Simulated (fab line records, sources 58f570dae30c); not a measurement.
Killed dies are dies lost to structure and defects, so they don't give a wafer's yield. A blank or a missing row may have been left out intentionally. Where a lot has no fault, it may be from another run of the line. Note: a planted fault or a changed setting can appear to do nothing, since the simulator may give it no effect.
The tool behind it: which one?    flow berkeley_cmos170    45 wafers from 15 lots sampled at 3 of the route's 331 steps

WHAT EACH GAUGE READ, for each wafer
UCB170_WELLDRIVE_THK_MEAS_02. Usual: for WELLDRIVE_OXIDE_THK the level is 201 nm and the standard deviation is 3.7.
lot   measured     on             WELLDRIVE_OXIDE_THK (nm)  flag
L631  day 4 00:09  film_metro-02  200 203 201               
L632  day 4 10:29  film_metro-03  195 193 194               
L633  day 4 10:29  film_metro-02  196 201 195               
L634  day 5 00:46  film_metro-02  199 201 203               
L635  day 5 05:35  film_metro-02  206 204 203               
L636  day 5 05:35  film_metro-04  202 204 202               
L638  day 5 12:56  film_metro-03  207 206 202               
L639  day 5 21:50  film_metro-03  196 198 202               
L643  day 6 11:16  film_metro-02  204 203 204               
L647  day 7 08:58  film_metro-03  200 202 199               
L645  day 7 08:59  film_metro-04  205 204 205               
L646  day 7 08:59  film_metro-02  198 199 202               
L649  day 8 01:46  film_metro-04  205 204 205               
L650  day 8 01:46  film_metro-03  208 207 209               
L651  day 8 07:52  film_metro-03  197 201 199               

UCB170_PFIELD_OVL_MEAS_06. Usual: for PFIELD_OVL the level is -3 nm and the standard deviation is 5.8.
lot   measured     on          PFIELD_OVL (nm)  flag
L631  day 5 01:20  overlay-02  0 2 -6           
L632  day 5 05:07  overlay-01  -9 -7 1          
L633  day 5 05:14  overlay-02  -2 -2 -4         
L634  day 6 03:12  overlay-01  -4 3 -7          
L635  day 6 03:23  overlay-01  5 -5 0           
L636  day 6 02:38  overlay-01  0 -8 -9          
L638  day 6 07:11  overlay-01  -18 -8 -21       
L639  day 6 14:53  overlay-02  -10 -2 -9        
L643  day 7 06:20  overlay-01  -2 7 -1          
L647  day 8 11:08  overlay-02  -5 -10 -4        
L645  day 8 10:42  overlay-01  13 8 10          
L646  day 8 10:58  overlay-01  -9 0 -8          
L649  day 8 18:03  overlay-02  -8 -8 -1         
L650  day 8 17:47  overlay-01  -12 -7 -8        
L651  day 9 07:13  overlay-02  0 -5 -2          

UCB170_PFIELD_TW_MEAS_09. Usual: for PFIELD_TW the level is 602.4 and the standard deviation is 2.9.
lot   measured     on             PFIELD_TW          flag
L631  day 5 01:38  film_metro-02  604.0 602.5 605.5  
L632  day 5 05:24  film_metro-01  600.2 598.5 601.1  
L633  day 5 05:31  film_metro-03  600.2 603.3 601.7  
L634  day 6 03:30  film_metro-01  606.8 602.5 605.3  
L635  day 6 03:40  film_metro-01  603.7 603.9 600.8  
L636  day 6 02:56  film_metro-02  606.9 604.5 608.5  
L638  day 6 07:29  film_metro-01  602.9 608.2 605.2  
L639  day 6 15:11  film_metro-02  610.2 603.3 605.0  
L643  day 7 06:38  film_metro-02  606.6 607.5 601.2  
L647  day 8 11:25  film_metro-01  604.1 601.1 599.4  
L645  day 8 10:59  film_metro-01  599.9 601.4 599.6  
L646  day 8 11:16  film_metro-01  601.2 602.0 602.6  
L649  day 8 18:20  film_metro-01  600.0 603.0 599.0  
L650  day 8 18:04  film_metro-01  601.1 599.6 601.4  
L651  day 9 07:30  film_metro-01  598.6 600.7 601.7  

WHICH TOOL RAN EACH LOT (tool, then ch and the chambers of the sampled wafers, then the start)
Before these readings, the record contains no process step.

AS READ BY THE TOOLS THEMSELVES (means over the sampled wafers that have a number; for cases with no such wafer, the mark the record gives instead)
The record holds no such reading with a usual standard deviation.

THE ANSWER, worked out from the rows above alone
Rule: take the mean of a lot's wafers that have a number; if it is more than 3 standard deviations from the usual mean, the lot is off. A lot without any number at a reading at which 4 lots or more have one is off too. The other lots that the step has rows for count as sound. After the gauges, taken in route order, come the tools' own readings; for these a lot's mean is taken, as printed above. The first step at which some lot is off is used, and at that step the reading that is off furthest; a lot without a number counts as furthest.
None of the lots is off at any reading shown; this tells nothing.

WHAT WAS PUT IN BY THE SIMULATOR
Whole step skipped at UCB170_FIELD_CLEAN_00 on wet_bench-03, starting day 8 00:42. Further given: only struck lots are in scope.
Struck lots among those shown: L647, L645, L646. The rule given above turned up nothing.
